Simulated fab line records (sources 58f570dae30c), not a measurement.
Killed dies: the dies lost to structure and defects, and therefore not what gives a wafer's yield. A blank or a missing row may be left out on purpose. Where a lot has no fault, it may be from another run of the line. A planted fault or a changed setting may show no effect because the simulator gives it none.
Split-lot study || flow berkeley-cmos170 || 23 wafers read across 5 lots, on a route 331 steps long

== THE SPLIT ==
At UCB170_CONTACT_EXPOSE_12 (exposes mask CONT, target cd 700 nm), the setting dose-mj was moved away from the recipe's 35 on 9 of the 23 wafers read, by -4.5% to +4.9%. The other wafers ran this setting at the recipe's value.

== FROM THE SPLIT TO THE READING: what the file shows between them, 6 steps ==
- UCB170_CONTACT_PEB_13
- UCB170_CONTACT_DEVELOP_14: develop time 45 s
- UCB170_CONTACT_CD_MEAS_15: target cd 700 nm
- UCB170_CONTACT_ETCH_17: etches BARC in N2/H2
- UCB170_CONTACT_ETCH_18: etches PSG in CHF3/CF4/Ar, stops on TiSi2, target depth 840 nm, time 195 s
- UCB170_CONTACT_STRIP_19: strips in O2

== THE READING ==
At UCB170_CONTACT_CD_MEAS_90: cd-nm in nanometres, against a target cd of 700 nm. A value of 700.2 nm with a standard deviation of 2 nm is what fault-free wafers of this fab line usually give.

{"wafer": "L075.1", "tool, chamber at the split": "krf-scanner-02, 0", "dose-mj as run": 35, "against the recipe": "recipe", "cd-nm, nm": 700.2, "against lot-mates on the recipe": "-"}
{"wafer": "L075.2", "tool, chamber at the split": "krf-scanner-02, 0", "dose-mj as run": 35, "against the recipe": "recipe", "cd-nm, nm": 699.5, "against lot-mates on the recipe": "-"}
{"wafer": "L075.3", "tool, chamber at the split": "krf-scanner-02, 0", "dose-mj as run": 35, "against the recipe": "recipe", "cd-nm, nm": 699.0, "against lot-mates on the recipe": "-"}
{"wafer": "L075.4", "tool, chamber at the split": "krf-scanner-02, 0", "dose-mj as run": 35, "against the recipe": "recipe", "cd-nm, nm": 698.9, "against lot-mates on the recipe": "-"}
{"wafer": "L075.5", "tool, chamber at the split": "krf-scanner-02, 0", "dose-mj as run": 35, "against the recipe": "recipe", "cd-nm, nm": 698.4, "against lot-mates on the recipe": "-"}
{"wafer": "L077.2", "tool, chamber at the split": "krf-scanner-02, 0", "dose-mj as run": 35, "against the recipe": "recipe", "cd-nm, nm": 697.3, "against lot-mates on the recipe": "-"}
{"wafer": "L077.3", "tool, chamber at the split": "krf-scanner-02, 0", "dose-mj as run": 35, "against the recipe": "recipe", "cd-nm, nm": 696.6, "against lot-mates on the recipe": "-"}
{"wafer": "L077.4", "tool, chamber at the split": "krf-scanner-02, 0", "dose-mj as run": 35, "against the recipe": "recipe", "cd-nm, nm": 696.5, "against lot-mates on the recipe": "-"}
{"wafer": "L078.1", "tool, chamber at the split": "krf-scanner-02, 0", "dose-mj as run": 33.43, "against the recipe": "-4.5%", "cd-nm, nm": 694.8, "against lot-mates on the recipe": -6.9}
{"wafer": "L078.2", "tool, chamber at the split": "krf-scanner-02, 0", "dose-mj as run": 35, "against the recipe": "recipe", "cd-nm, nm": 701.1, "against lot-mates on the recipe": "-"}
{"wafer": "L078.3", "tool, chamber at the split": "krf-scanner-02, 0", "dose-mj as run": 33.43, "against the recipe": "-4.5%", "cd-nm, nm": 693.9, "against lot-mates on the recipe": -7.8}
{"wafer": "L078.5", "tool, chamber at the split": "krf-scanner-02, 0", "dose-mj as run": 33.43, "against the recipe": "-4.5%", "cd-nm, nm": 694.0, "against lot-mates on the recipe": -7.7}
{"wafer": "L078.6", "tool, chamber at the split": "krf-scanner-02, 0", "dose-mj as run": 35, "against the recipe": "recipe", "cd-nm, nm": 702.2, "against lot-mates on the recipe": "-"}
{"wafer": "L080.1", "tool, chamber at the split": "krf-scanner-01, 0", "dose-mj as run": 35, "against the recipe": "recipe", "cd-nm, nm": 697.7, "against lot-mates on the recipe": "-"}
{"wafer": "L080.2", "tool, chamber at the split": "krf-scanner-01, 0", "dose-mj as run": 36.14, "against the recipe": "+3.3%", "cd-nm, nm": 704.0, "against lot-mates on the recipe": "+4.8"}
{"wafer": "L080.3", "tool, chamber at the split": "krf-scanner-01, 0", "dose-mj as run": 36.14, "against the recipe": "+3.3%", "cd-nm, nm": 706.3, "against lot-mates on the recipe": "+7.1"}
{"wafer": "L080.5", "tool, chamber at the split": "krf-scanner-01, 0", "dose-mj as run": 36.14, "against the recipe": "+3.3%", "cd-nm, nm": 706.3, "against lot-mates on the recipe": "+7.1"}
{"wafer": "L080.6", "tool, chamber at the split": "krf-scanner-01, 0", "dose-mj as run": 35, "against the recipe": "recipe", "cd-nm, nm": 700.7, "against lot-mates on the recipe": "-"}
{"wafer": "L084.1", "tool, chamber at the split": "krf-scanner-01, 0", "dose-mj as run": 35, "against the recipe": "recipe", "cd-nm, nm": 702.0, "against lot-mates on the recipe": "-"}
{"wafer": "L084.2", "tool, chamber at the split": "krf-scanner-01, 0", "dose-mj as run": 35, "against the recipe": "recipe", "cd-nm, nm": 701.0, "against lot-mates on the recipe": "-"}
{"wafer": "L084.3", "tool, chamber at the split": "krf-scanner-01, 0", "dose-mj as run": 36.71, "against the recipe": "+4.9%", "cd-nm, nm": 706.8, "against lot-mates on the recipe": "+5.3"}
{"wafer": "L084.4", "tool, chamber at the split": "krf-scanner-01, 0", "dose-mj as run": 36.71, "against the recipe": "+4.9%", "cd-nm, nm": 711.8, "against lot-mates on the recipe": "+10.3"}
{"wafer": "L084.6", "tool, chamber at the split": "krf-scanner-01, 0", "dose-mj as run": 36.71, "against the recipe": "+4.9%", "cd-nm, nm": 711.3, "against lot-mates on the recipe": "+9.8"}

FIT RESULTS
A straight line over all 23 wafers: cd-nm changes by +1.69 nm for each +1% of dose-mj; r = +0.91; the points scatter about the line by 2.1 nm.
The same after taking each lot's own level away (the mean of its wafers on the recipe; 23 wafers): +1.74 nm for each +1%; r = +0.97; scatter 1.2 nm.
That fit puts the effect of the largest move of dose-mj on the reading at 8.5 nm.
The span of the lots' own levels, 696.80 to 701.65 nm, comes to 2.4 times the standard deviation stated above.
Consequently the slope shifts little with the lot-to-lot level, the two slopes agreeing.
Check: for one of the wafers moved furthest among these (+4.9%), held out of the fit, the line's prediction against its lot-mates is +9.28 nm. Against them it came out at +5.3 nm.

== OTHER SPLITS APPLIED TO THESE WAFERS ==
Other splits were also applied to these wafers ahead of the reading. Each is held against what the fit with the lots' levels taken away leaves over:
{"other split on the same wafers": "UCB170_BACKSIDE_STRIP_03 power-w", "wafers away from the commonest value": 7, "r with cd-nm (lot level and that fit taken away)": -0.37}
{"other split on the same wafers": "UCB170_SDANNEAL_RTA_01 time-s", "wafers away from the commonest value": 7, "r with cd-nm (lot level and that fit taken away)": "+0.13"}

== THE WHOLE CHAIN: every reading that the file lists as answering this split, in the file's order ==
{"step": "UCB170_CONTACT_CD_MEAS_15", "what it does": "target cd 700 nm", "reading": "cd-nm", "change (the file's fit)": "+1.65 nm for each +1% of the setting", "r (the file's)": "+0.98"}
{"step": "UCB170_CONTACT_ETCH_17", "what it does": "etches BARC in N2/H2", "reading": "CONTACT.cd-nm (the simulator's own value, which no gauge read)", "change (the file's fit)": "+1.73 nm for each +1% of the setting", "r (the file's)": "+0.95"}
{"step": "UCB170_CONTACT_ETCH_18", "what it does": "etches PSG in CHF3/CF4/Ar, stops on TiSi2, target depth 840 nm, time 195 s", "reading": "CONTACT.cd-nm (the simulator's own value, which no gauge read)", "change (the file's fit)": "+1.76 nm for each +1% of the setting", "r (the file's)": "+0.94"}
{"step": "UCB170_CONTACT_CD_MEAS_90", "what it does": "target cd 700 nm", "reading": "cd-nm", "change (the file's fit)": "+1.75 nm for each +1% of the setting", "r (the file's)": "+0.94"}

== FILE'S OWN FIT ==
cd-nm changes by +1.75 nm for each +1% of dose-mj, r = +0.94.
